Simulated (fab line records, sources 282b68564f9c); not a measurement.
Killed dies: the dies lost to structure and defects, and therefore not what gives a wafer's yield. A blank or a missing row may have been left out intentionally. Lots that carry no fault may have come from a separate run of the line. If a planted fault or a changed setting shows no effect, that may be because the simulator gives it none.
Which tool was responsible? || flow ritCmos || route of 202 steps, sampled at 1 step: 7 lots, 21 wafers

## WHAT EACH GAUGE READ, for each wafer
RIT_GATE_THK_MEAS_09.
{"lot": "L369", "measured": "day 3 02:56", "on": "filmMetro-04", "GATE_POLY_THK (nm)": "250.9 250.6 250.7"}
{"lot": "L374", "measured": "day 4 11:06", "on": "filmMetro-03", "GATE_POLY_THK (nm)": "248.4 248.8 248.6"}
{"lot": "L376", "measured": "day 5 03:23", "on": "filmMetro-04", "GATE_POLY_THK (nm)": "250.0 249.2 248.3"}
{"lot": "L379", "measured": "day 5 13:58", "on": "filmMetro-02", "GATE_POLY_THK (nm)": "249.4 247.3 248.3"}
{"lot": "L380", "measured": "day 5 19:34", "on": "filmMetro-02", "GATE_POLY_THK (nm)": "251.9 250.3 253.0"}
{"lot": "L389", "measured": "day 7 01:13", "on": "filmMetro-04", "GATE_POLY_THK (nm)": "249.3 250.4 250.5"}
{"lot": "L391", "measured": "day 7 12:43", "on": "filmMetro-02", "GATE_POLY_THK (nm)": "252.9 252.8 252.5"}

## EACH LOT AND THE TOOL THAT RAN IT (in order: tool; ch and the chambers of the sampled wafers; start)
The record shows no process step preceding these readings.

## THE ANSWER, worked out from the rows above alone
Rule: the lots themselves supply what counts as usual. Put in order of their means at a reading, lots are off if they are a third of the lots or fewer, leave a main group of 4 or more, and stand apart from it by a gap of 3 or more times the standard deviation of the main group's means; of several such gaps the widest counts. A main group is skipped when, at the precision printed for the reading in the tables above, its means are all equal. Also off: a lot with no number at a reading for which 4 or more lots have one. The other lots that the step has rows for count as sound.
Across all readings shown, no lot is off: no conclusion can be drawn from this.

## WHAT THE SIMULATOR PUT IN
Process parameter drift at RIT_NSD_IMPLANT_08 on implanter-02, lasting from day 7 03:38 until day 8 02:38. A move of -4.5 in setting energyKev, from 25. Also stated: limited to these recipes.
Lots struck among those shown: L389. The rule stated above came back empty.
